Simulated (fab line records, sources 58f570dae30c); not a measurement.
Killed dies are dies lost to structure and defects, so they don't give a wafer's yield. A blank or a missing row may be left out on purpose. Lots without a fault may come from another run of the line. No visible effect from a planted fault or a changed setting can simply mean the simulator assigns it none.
fab line records | flow berkeley-cmos170
record lots=7 | wafers=21 | last-day=13
route steps=331 shown SACOX@99 SCREENOX@100 NVT@104 M3@331
lots untouched by any fault: they come from a run of this same line in which no faults occurred
start-h: hours from the record's opening day to when the first of the lot's shown wafers began | wait-h: time in hours since the lot's previous step | " as in the row above | L1.1+2: a row that stands for several wafers | - no value present, or no start provided | * or withheld: withheld | < > ~ a bound
route shown NAME@n: NAME is a module with steps in the file, n the number in the route of the first one | usual: mean and standard deviation over wafers with no fault | same: alike in all rows | chamber/n: place in a boat | sites: per-site readings | _std_site: the values' standard deviation | _edge_site: mean of outer sites minus mean of inner sites | radius-mm: for every site, how far away it sits from the centre of the wafer | mask NAME#n: copy n | behind: the tool/chamber that last shaped the wafer | hold: reason for holding the lot/hours on hold/outcome of the hold | device: whichever transistor did not switch (one of n, p or np) | end of line: tests of these same wafers at the route's end | a step with no rows: only its recipe | killed: dies lost to structure and defects at the first sort, not the wafer's yield | map: shows each die of a wafer: x if killed, . if not, _ if none is there
set.NAME: the setting the step ran with; set.NAME@STEP: the setting that earlier step ran with | model.NAME: the simulator's own value behind a step, which no gauge read
lots seen at some steps along the route; tables by step, rows by wafer
services: a tool's chamber out of use, with start hour (start-h, from the record's first day; less than 0 if before it), hours out, and reason
## steps
# step UCB170_SACOX_THK_MEAS_02
# recipe reads=SiO2_of_SACOX_OXIDATION_01
# usual SACOX_OXIDE_THK=15.07/0.23
lot.wafer | tool          | chamber | start-h | wait-h | SACOX_OXIDE_THK[nm]
L498.1    | film-metro-03 | -       | 152.89  | 0.0    | 15.49
L498.4    | "             | -       | "       | "      | 15.56
L498.6    | "             | -       | "       | "      | 15.44
L499.1    | film-metro-04 | -       | 152.89  | 0.0    | 14.81
L499.5    | "             | -       | "       | "      | 15.10
L499.6    | "             | -       | "       | "      | 15.01
L505.1    | film-metro-04 | -       | 174.14  | 0.0    | 15.31
L505.4    | "             | -       | "       | "      | 15.28
L505.5    | "             | -       | "       | "      | 15.12
L507.3    | film-metro-04 | -       | 187.45  | 0.0    | 15.07
L507.4    | "             | -       | "       | "      | 14.77
L507.6    | "             | -       | "       | "      | 15.13
L508.4    | film-metro-02 | -       | 187.46  | 0.0    | 14.91
L508.5    | "             | -       | "       | "      | 14.60
L508.6    | "             | -       | "       | "      | 15.10
L512.1    | film-metro-04 | -       | 211.21  | 0.0    | 15.28
L512.2    | "             | -       | "       | "      | 15.15
L512.4    | "             | -       | "       | "      | 14.95
L516.1    | film-metro-02 | -       | 236.03  | 0.0    | 14.64
L516.5    | "             | -       | "       | "      | 14.61
L516.6    | "             | -       | "       | "      | 14.82
# step UCB170_SCREENOX_WET_ETCH_00
# recipe chemistry=dHF | dilution=25:1 | target=SiO2 | temp-c=25 | time-s=200
# step UCB170_SCREENOX_OXIDATION_01
# recipe temp-c=900 | ambient=O2 | target-thk-a=144 | ox-time-s=2400
# step UCB170_SCREENOX_THK_MEAS_02
# recipe reads=SiO2_of_SCREENOX_OXIDATION_01
# usual SCREENOX_OXIDE_THK=14.39/0.27
lot.wafer | tool          | chamber | start-h | wait-h | SCREENOX_OXIDE_THK[nm]
L498.1    | film-metro-03 | -       | 160.14  | 0.0    | 14.47
L498.4    | "             | -       | "       | "      | 14.70
L498.6    | "             | -       | "       | "      | 14.54
L499.1    | film-metro-01 | -       | 160.14  | 0.0    | 14.25
L499.5    | "             | -       | "       | "      | 14.32
L499.6    | "             | -       | "       | "      | 14.48
L505.1    | film-metro-03 | -       | 180.64  | 0.0    | 14.86
L505.4    | "             | -       | "       | "      | 14.83
L505.5    | "             | -       | "       | "      | 14.79
L508.4    | film-metro-02 | -       | 193.04  | 0.0    | 14.68
L508.5    | "             | -       | "       | "      | 14.90
L508.6    | "             | -       | "       | "      | 14.73
L507.3    | film-metro-03 | -       | 193.08  | 0.1    | 14.53
L507.4    | "             | -       | "       | "      | 14.77
L507.6    | "             | -       | "       | "      | 14.50
L512.1    | film-metro-02 | -       | 218.44  | 0.0    | 14.18
L512.2    | "             | -       | "       | "      | 14.66
L512.4    | "             | -       | "       | "      | 14.39
L516.1    | film-metro-01 | -       | 240.58  | 0.0    | 14.11
L516.5    | "             | -       | "       | "      | 14.02
L516.6    | "             | -       | "       | "      | 14.25
# step UCB170_SCREENOX_ANNEAL_03
# recipe temp-c=900 | time-s=900 | ambient=N2
# step UCB170_NVT_HMDS_00
# recipe prime-time-s=60 | prime-temp-c=100
# step UCB170_NVT_COAT_01
# recipe resist=KrF | spin-rpm=1500 | resist-thk-nm=900
# step UCB170_NVT_SOFTBAKE_02
# recipe resist=KrF | temp-c=130 | time-s=60
# step UCB170_NVT_EXPOSE_03
# recipe mask-id=PWELL | target-cd-nm=3000 | na=0.5 | sigma-outer=0.6 | source-shape=conventional | dose-mj=30
# step UCB170_NVT_PEB_04
# recipe peb-temp-c=130 | peb-time-s=withheld | resist=KrF
# step UCB170_NVT_DEVELOP_05
# recipe developer=TMAH | develop-time-s=45 | resist=KrF | dev-temp-c=21
# step UCB170_NVT_OVL_MEAS_06
# usual NVT_OVL=-1/6.3
lot.wafer | tool       | chamber | start-h | wait-h | NVT_OVL[nm]
L499.1    | overlay-01 | -       | 168.52  | -      | 6
L499.5    | "          | -       | "       | "      | 8
L499.6    | "          | -       | "       | "      | 0
L498.1    | overlay-02 | -       | 168.72  | -      | -4
L498.4    | "          | -       | "       | "      | -3
L498.6    | "          | -       | "       | "      | -7
L505.1    | overlay-02 | -       | 189.41  | -      | -7
L505.4    | "          | -       | "       | "      | -6
L505.5    | "          | -       | "       | "      | -7
L508.4    | overlay-01 | -       | 200.62  | -      | 2
L508.5    | "          | -       | "       | "      | -6
L508.6    | "          | -       | "       | "      | 2
L507.3    | overlay-01 | -       | 201.32  | -      | -16
L507.4    | "          | -       | "       | "      | -7
L507.6    | "          | -       | "       | "      | -8
L512.1    | overlay-01 | -       | 227.25  | -      | -3
L512.2    | "          | -       | "       | "      | -7
L512.4    | "          | -       | "       | "      | -7
L516.1    | overlay-01 | -       | 245.57  | -      | -7
L516.5    | "          | -       | "       | "      | -2
L516.6    | "          | -       | "       | "      | -6
# step UCB170_NVT_IMPLANT_07
# recipe species=BF2 | dose-cm2=3e+12 | energy-kev=50 | tilt-deg=7
# usual beam-energy-keV=49.998/0.014 | faraday-current-uA=9.52/0.19
lot.wafer | tool         | chamber | start-h | wait-h | beam-energy-keV | faraday-current-uA | model.implant.rp-nm | model.implant.drp-nm
L499.1    | implanter-01 | 0       | 168.56  | 0.0    | 49.978          | 9.64               | 37.92               | 18.57
L499.5    | "            | 0       | "       | "      | 49.986          | 9.56               | 37.92               | 18.57
L499.6    | "            | 0       | "       | "      | 50.022          | 9.79               | 37.92               | 18.57
L498.1    | implanter-03 | 0       | 168.76  | 0.0    | 49.991          | 9.71               | 36.76               | 18.57
L498.4    | "            | 0       | "       | "      | 49.981          | 9.53               | 36.76               | 18.57
L498.6    | "            | 0       | "       | "      | 49.987          | 9.58               | 36.76               | 18.57
L505.1    | implanter-03 | 0       | 189.45  | 0.0    | 67.490          | 9.51               | 49.29               | 23.18
L505.4    | "            | 0       | "       | "      | 67.505          | 9.40               | 49.29               | 23.18
L505.5    | "            | 0       | "       | "      | 67.487          | 9.37               | 49.29               | 23.18
L508.4    | implanter-03 | 0       | 200.71  | 0.1    | 67.513          | 9.46               | 48.2                | 23.18
L508.5    | "            | 0       | "       | "      | 67.503          | 9.62               | 48.2                | 23.18
L508.6    | "            | 0       | "       | "      | 67.521          | 9.28               | 48.2                | 23.18
L507.3    | implanter-03 | 0       | 201.39  | 0.1    | 67.512          | 9.62               | 49.39               | 23.18
L507.4    | "            | 0       | "       | "      | 67.478          | 9.32               | 49.39               | 23.18
L507.6    | "            | 0       | "       | "      | 67.488          | 9.65               | 49.39               | 23.18
L512.1    | implanter-01 | 0       | 227.29  | 0.0    | 50.016          | 9.32               | 36.19               | 18.57
L512.2    | "            | 0       | "       | "      | 49.980          | 9.45               | 36.19               | 18.57
L512.4    | "            | 0       | "       | "      | 49.986          | 9.67               | 36.19               | 18.57
L516.1    | implanter-01 | 0       | 245.60  | 0.0    | 49.997          | 9.45               | 37.08               | 18.57
L516.5    | "            | 0       | "       | "      | 49.994          | 9.49               | 37.08               | 18.57
L516.6    | "            | 0       | "       | "      | 49.988          | 9.61               | 37.08               | 18.57
# step UCB170_NVT_STRIP_08
# recipe chemistry=O2 | power-w=400 | pressure-mtorr=3500 | platen-temp-c=withheld | o2-flow-sccm=400 | overash-fraction=0.5
# usual drypump-motor-current-A=6.2/0.39 | oes-product-au=0.734/0.0046 | strip-time-to-endpoint-s=21.64/0.056
lot.wafer | tool            | chamber | start-h | wait-h | drypump-motor-current-A | oes-product-au | rf-hours-counter-h | strip-time-to-endpoint-s
L499.1    | plasma-asher-04 | 0       | 168.71  | 0.1    | 6.6                     | 0.734          | 40                 | 21.61
L499.5    | "               | 0       | "       | "      | 6.6                     | 0.736          | -                  | 21.61
L499.6    | "               | 1       | "       | "      | 6.1                     | 0.725          | -                  | 21.61
L498.1    | plasma-asher-02 | 1       | 168.91  | 0.1    | 5.9                     | 0.729          | 45                 | 21.66
L498.4    | "               | 1       | "       | "      | 5.9                     | 0.731          | -                  | 21.63
L498.6    | "               | 0       | "       | "      | 6.4                     | 0.733          | -                  | 21.69
L505.1    | plasma-asher-02 | 0       | 189.60  | 0.1    | 6.4                     | 0.743          | 47                 | 21.74
L505.4    | "               | 0       | "       | "      | 6.4                     | 0.737          | -                  | 21.65
L505.5    | "               | 1       | "       | "      | 5.9                     | 0.728          | -                  | 21.68
L508.4    | plasma-asher-01 | 1       | 200.82  | 0.1    | 5.4                     | 0.730          | -                  | 21.57
L508.5    | "               | 0       | "       | "      | 6.4                     | 0.738          | -                  | 21.68
L508.6    | "               | 1       | "       | "      | 5.4                     | 0.744          | -                  | 21.57
L507.3    | plasma-asher-01 | 1       | 201.52  | 0.1    | 5.4                     | 0.742          | -                  | 21.66
L507.4    | "               | 0       | "       | "      | 6.4                     | 0.732          | -                  | 21.69
L507.6    | "               | 1       | "       | "      | 5.4                     | 0.723          | -                  | 21.64
L512.1    | plasma-asher-02 | 1       | 227.44  | 0.1    | 5.9                     | 0.735          | 52                 | 21.57
L512.2    | "               | 0       | "       | "      | 6.4                     | 0.737          | 52                 | 21.58
L512.4    | "               | 1       | "       | "      | 5.9                     | 0.736          | -                  | 21.66
L516.1    | plasma-asher-02 | 1       | 245.75  | 0.1    | 5.9                     | 0.734          | 54                 | 21.64
L516.5    | "               | 1       | "       | "      | 5.9                     | 0.737          | -                  | 21.63
L516.6    | "               | 0       | "       | "      | 6.4                     | 0.736          | -                  | 21.59
# step UCB170_NVT_TW_MEAS_09
# usual NVT_TW=525.2/2.2
lot.wafer | tool          | chamber | start-h | wait-h | NVT_TW
L499.1    | film-metro-01 | -       | 168.81  | 0.1    | 523.4
L499.5    | "             | -       | "       | "      | 529.5
L499.6    | "             | -       | "       | "      | 526.1
L498.1    | film-metro-03 | -       | 169.01  | 0.1    | 522.9
L498.4    | "             | -       | "       | "      | 526.9
L498.6    | "             | -       | "       | "      | 528.0
L505.1    | film-metro-04 | -       | 189.70  | 0.1    | 565.1
L505.4    | "             | -       | "       | "      | 564.2
L505.5    | "             | -       | "       | "      | 564.1
L508.4    | film-metro-04 | -       | 200.92  | 0.1    | 567.0
L508.5    | "             | -       | "       | "      | 564.5
L508.6    | "             | -       | "       | "      | 565.0
L507.3    | film-metro-01 | -       | 201.61  | 0.1    | 571.1
L507.4    | "             | -       | "       | "      | 569.6
L507.6    | "             | -       | "       | "      | 567.5
L512.1    | film-metro-03 | -       | 227.54  | 0.1    | 524.8
L512.2    | "             | -       | "       | "      | 521.8
L512.4    | "             | -       | "       | "      | 525.7
L516.1    | film-metro-01 | -       | 245.85  | 0.1    | 526.5
L516.5    | "             | -       | "       | "      | 524.6
L516.6    | "             | -       | "       | "      | 525.7
# step UCB170_NVT_CLEAN_10
# recipe chemistry=SPM | temp-c=120 | time-s=600
# step UCB170_M3_PROBE_99
lot.wafer | tool      | chamber | start-h | wait-h | model.etest.nmos_0p35.swing-mv-dec | model.etest.nmos_0p35.body-rise-v | model.etest.nmos_0p35.vt-long-v
L499.1    | prober-02 | -       | 224.74  | 0.1    | 77                                 | 0.3236                            | 0.4972
L499.5    | prober-02 | -       | 224.94  | 0.2    | 76.98                              | 0.3208                            | 0.4886
L499.6    | prober-02 | -       | 224.99  | 0.2    | 77.03                              | 0.323                             | 0.4968
L498.1    | prober-02 | -       | 229.60  | 0.1    | 77                                 | 0.3165                            | 0.4922
L498.4    | prober-02 | -       | 229.75  | 0.2    | 77.16                              | 0.3185                            | 0.4982
L498.6    | prober-02 | -       | 229.85  | 0.2    | 76.64                              | 0.3196                            | 0.496
L505.1    | prober-02 | -       | 249.70  | 0.1    | 77.68                              | 0.3474                            | 0.4779
L505.4    | prober-02 | -       | 249.85  | 0.2    | 78.14                              | 0.3501                            | 0.4789
L505.5    | prober-02 | -       | 249.90  | 0.2    | 77.94                              | 0.3539                            | 0.4823
L508.4    | prober-02 | -       | 265.12  | 0.2    | 78.08                              | 0.3493                            | 0.481
L508.6    | prober-02 | -       | 265.22  | 0.2    | 78.07                              | 0.3549                            | 0.4877
L507.3    | prober-01 | -       | 266.13  | 0.2    | 77.64                              | 0.3497                            | 0.4683
L507.4    | prober-01 | -       | 266.18  | 0.2    | 78.22                              | 0.3563                            | 0.4789
L507.6    | prober-01 | -       | 266.28  | 0.2    | 77.84                              | 0.3487                            | 0.4665
L512.1    | prober-01 | -       | 281.75  | 0.1    | 76.23                              | 0.3145                            | 0.4843
L512.2    | prober-01 | -       | 281.80  | 0.1    | 76.55                              | 0.3162                            | 0.4977
L512.4    | prober-01 | -       | 281.90  | 0.2    | 76.39                              | 0.3169                            | 0.5016
L516.1    | prober-02 | -       | 304.47  | 0.1    | 77.76                              | 0.3304                            | 0.515
L516.5    | prober-02 | -       | 304.67  | 0.2    | 77.36                              | 0.3272                            | 0.5029
L516.6    | prober-02 | -       | 304.72  | 0.2    | 77.05                              | 0.3313                            | 0.5141
# killed by level:class
L499.5 SCREENOX:geometric-particle:open=1 M3:geometric-particle:short=1
L499.6 SPACER:geometric-particle:short=1
L498.1 SILICIDE:geometric-particle:short=1
L498.4 WELLDRIVE:geometric-particle:short=1 FIELD:geometric-particle:short=1
L498.6 WELLDRIVE:geometric-particle:open=1 GATE:geometric-particle:short=1
L505.1 FIELD:geometric-particle:short=1 GATE:geometric-particle:short=1 M3:geometric-particle:open=1
L505.4 ACTIVE:geometric-particle:open=1 ACTIVE:geometric-particle:short=1 FIELD:geometric-particle:open=1 GATE:geometric-particle:open=1 SILICIDE:geometric-particle:open=1
L505.5 FIELD:geometric-particle:open=1 SCREENOX:geometric-particle:open=1 GATE:geometric-particle:short=1 M1:geometric-particle:short=1 V1:geometric-particle:open=1 ACTIVE:area-etch=1
L507.3 GATE:geometric-particle:short=2 V1:geometric-particle:short=2 START:geometric-particle:open=1 SILICIDE:geometric-particle:open=1 M1:geometric-particle:short=1
L507.4 SILICIDE:geometric-particle:open=2 SILICIDE:geometric-particle:short=1 M2:geometric-particle:short=1 V2:geometric-particle:open=1
L507.6 GATE:geometric-particle:short=1 V2:geometric-particle:open=1
L512.1 FIELD:geometric-particle:short=2 WELLDRIVE:geometric-particle:short=1 GATE:geometric-particle:short=1 GATE:geometric-particle:open=1 SILICIDE:geometric-particle:open=1 V1:geometric-particle:open=1
L512.2 GATE:geometric-particle:short=1 M3:geometric-particle:open=1
L512.4 FIELD:geometric-particle:short=1 FIELD:geometric-particle:open=1 SPACER:geometric-particle:open=1
L516.1 GATE:geometric-particle:open=1 SPACER:geometric-particle:open=1 V2:geometric-particle:short=1
L516.5 ACTIVE:area-etch=1
L516.6 V2:geometric-particle:short=2 GATE:geometric-particle:open=1 V2:geometric-particle:open=1
## services
tool            | chamber | start-h | hours | kind
implanter-03    | -       | 162.43  | 3.8   | repair
implanter-01    | -       | 178.55  | 2.4   | repair
implanter-01    | -       | 183.71  | 2.0   | repair
plasma-asher-04 | -       | 192.81  | 0.7   | repair
plasma-asher-02 | -       | 241.70  | 2.9   | repair
## key
first-sign step=UCB170_NVT_IMPLANT_07 | reading=beam-energy-keV | direction=up | sigmas=99+ | usual=49.998 | struck=67.500
effect step=UCB170_NVT_TW_MEAS_09 | reading=NVT_TW | direction=up | sigmas=19 | usual=525.2 | struck=566.5
model-effect step=UCB170_NVT_IMPLANT_07 | value=implant.rp-nm | without=36.35 | struck=48.96
model-effect step=UCB170_M3_PROBE_99 | value=etest.nmos_0p35.swing-mv-dec | without=77.16 | struck=77.95
met-at UCB170_NVT_IMPLANT_07
struck-wafers L505.1,L505.4,L505.5,L507.3,L507.4,L507.6,L508.4,L508.5,L508.6
sort-left-out L508.4,L508.5,L508.6
tester-left-out L505,L507,L508
onset-between 168.76 189.45
fault kind=process-parameter-drift | tool=implanter-03 | chamber=- | onset-h=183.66 | steps=UCB170_NVT_IMPLANT_07 | channel=energy-kev | offset=17.5 | shape=step | end-h=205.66 | acts-in=these-recipes-only | stated=50
# tester-left-out: of these lots the tester's yield and bins aren't shown, on N5 and GAA mostly nor the transistor test; their killed dies are dies lost to structure and defects alone, not to doping, threshold or leakage, so they don't give the yield
# sort-left-out: the simulated sort isn't trusted on such a fault, so these wafers' sort isn't shown, and their yield isn't known
